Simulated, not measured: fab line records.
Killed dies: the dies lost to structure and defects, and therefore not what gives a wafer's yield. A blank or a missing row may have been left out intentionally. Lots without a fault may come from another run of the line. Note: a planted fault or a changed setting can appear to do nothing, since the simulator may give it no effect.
A lot that was struck, set against a sound lot -- flow berkeleyCmos170 -- 26 steps out of a route of 331
Sound: these wafers, L283.1, L283.3, L283.4. Wafers L300.1, L300.2, L300.4 were the ones struck. Last of all comes the cause.
For every step that has rows: the tool of each side, followed by ch and its chambers, followed by its first start. Under that, the readings that differ: sound wafers -- struck wafers -- difference of the means -- sigmas: that difference in standard deviations of wafers without a fault.
alike: readings with means less than 2 such deviations apart, plus words and numbers identical on both sides. not compared: withheld readings, readings lacking a value on some wafer, bounds such as >300 that could conceal the same value, and numbers that have no deviation in the record and whose values overlap.
Wherever a step has rows on one side only, a row that says differs or no value, or a row with sigmas, the two part there. When numbers do not overlap yet have no deviation, they are printed without sigmas and do not part them. A reading that every wafer of one side lacks parts them only if that side has two wafers or more.

first, 4 steps without rows for these wafers: UCB170_M2_SOFTBAKE_11 (time 58.46 s); UCB170_M2_EXPOSE_12 (exposes mask METAL2, target cd 700 nm); UCB170_M2_PEB_13; UCB170_M2_DEVELOP_14 (develop time 44.01 s).
UCB170_M2_CD_MEAS_15 targets a cd of 700 nm.
  sound on cdSem-01 at day 9 03:25; struck on cdSem-02 at day 12 03:42
  alike: cdNm
UCB170_M2_OVL_MEAS_16:
  sound on overlay-01 at day 9 03:32; struck on overlay-01 at day 12 03:49
  alike: M2_OVL
UCB170_M2_ETCH_17: etches BARC in N2/H2.
  sound on rieDiel-02 ch 0,2,3, day 9 03:34; struck on rieDiel-01 ch 1,2,3, day 12 03:51
  alike: drypumpMotorCurrentA, n2FlowSccm, oesProductAu, throttleValvePct
UCB170_M2_METAL_ETCH_18: etches Al in Cl2/BCl3, stops on SiO2, target depth 1170 nm, time 195 s.
  sound on rieMetal-03 ch 1, day 9 03:36; struck on rieMetal-01 ch 0,1, day 12 03:54
reading,sound,struck,difference,sigmas
drypumpMotorCurrentA (A),4.6 4.6 4.6,5.9 5.8 5.7,+1.2,+3
throttleValvePct (%),24.62 24.61 24.62,24.09 24.34 24.35,-0.36,-2
  alike: oesProductAu
  not compared: rfHoursCounterH
UCB170_M2_STRIP_19: strips in O2.
  sound on plasmaAsher-01 ch 0,1, day 9 03:59; struck on plasmaAsher-03 ch 0,1, day 12 04:05
  alike: drypumpMotorCurrentA, oesProductAu
  not compared: rfHoursCounterH
UCB170_M2_CD_MEAS_90 targets a cd of 700 nm.
  sound on cdSem-02 at day 9 04:05; struck on cdSem-01 at day 12 04:11
  alike: cdNm
UCB170_V2_CVD_00: deposits SiO2 from TEOS/O2, target thk 2000 nm, time 250 s.
  sound on pecvd-01 ch 0,1, day 9 04:12; struck on pecvd-04 ch 1,2, day 12 04:18
  alike: heaterPowerW, susceptorTempC
UCB170_V2_THK_MEAS_01:
  sound on filmMetro-03 at day 9 04:22; struck on filmMetro-01 at day 12 04:28
  alike: V2_TEOS_THK
UCB170_V2_CMP_02: polishes SiO2.
  sound on cmp-01 ch 0,2,3, day 9 04:25; struck on cmp-01 ch 1,2,3, day 12 04:31
reading,sound,struck,difference,sigmas
model.SiO2_of_V2_CVD_00.thkNm (nm),1000 998.8 999,1328 1345 1350,+342,
  alike: headPressurePsi, motorCurrentA, retainingRingPressureFrac, slurryFlowMlMin
UCB170_V2_BOW_MEAS_03:
  sound on filmMetro-02 at day 9 04:43; struck on filmMetro-03 at day 12 04:49
  alike: V2_BOW
UCB170_V2_THK_MEAS_04:
  sound on filmMetro-02 at day 9 04:50; struck on filmMetro-03 at day 12 04:56
reading,sound,struck,difference,sigmas
V2_POLISHED_THK (nm),1001.1 999.1 999.0,1327.2 1344.6 1351.6,+341.4,+99 or more
then, 7 steps without rows for these wafers: UCB170_V2_CLEAN_05 (cleans in DIW); UCB170_V2_HMDS_06 (prime time 60 s); UCB170_V2_COAT_07 (resist thk 900 nm); UCB170_V2_SOFTBAKE_08 (time 60 s); UCB170_V2_EXPOSE_09 (exposes mask VIA2, target cd 700 nm); UCB170_V2_PEB_10; UCB170_V2_DEVELOP_11 (develop time 45 s).
UCB170_V2_CD_MEAS_12 targets a cd of 700 nm.
  sound on cdSem-01 at day 9 05:56; struck on cdSem-02 at day 12 06:34
  alike: cdNm
UCB170_V2_OVL_MEAS_13:
  sound on overlay-02 at day 9 06:03; struck on overlay-02 at day 12 06:41
  alike: V2_OVL
UCB170_V2_ETCH_14: etches SiO2 in CHF3/CF4/Ar, stops on Al, target depth 1250 nm, time 291 s.
  sound on rieDiel-04 ch 0,1,3, day 9 06:05; struck on rieDiel-01 ch 0,1,2, day 12 06:44
reading,sound,struck,difference,sigmas
oesProductAu (a.u.),0.866 0.862 0.888,0.995 1.008 1.005,+0.131,+10
model.etch.depthNm (nm),1000 998.8 999,1246 1227 1240,+238,
model.V2.featureDepthNm (nm),1000 998.8 999.1,1246 1227 1240,+238,
  alike: drypumpMotorCurrentA, throttleValvePct
  not compared: rfHoursCounterH
UCB170_V2_STRIP_15: strips in O2.
  sound on plasmaAsher-03 ch 0,1, day 9 06:16; struck on plasmaAsher-03 ch 0,1, day 12 06:54
  alike: drypumpMotorCurrentA, oesProductAu, stripTimeToEndpointS
  not compared: rfHoursCounterH

## WHERE THEY PART
At UCB170_M2_METAL_ETCH_18 first; at UCB170_V2_ETCH_14 last (within this record only). Later steps at which nothing parts them and some readings are alike: UCB170_V2_STRIP_15.

WHY: what the simulator had put in
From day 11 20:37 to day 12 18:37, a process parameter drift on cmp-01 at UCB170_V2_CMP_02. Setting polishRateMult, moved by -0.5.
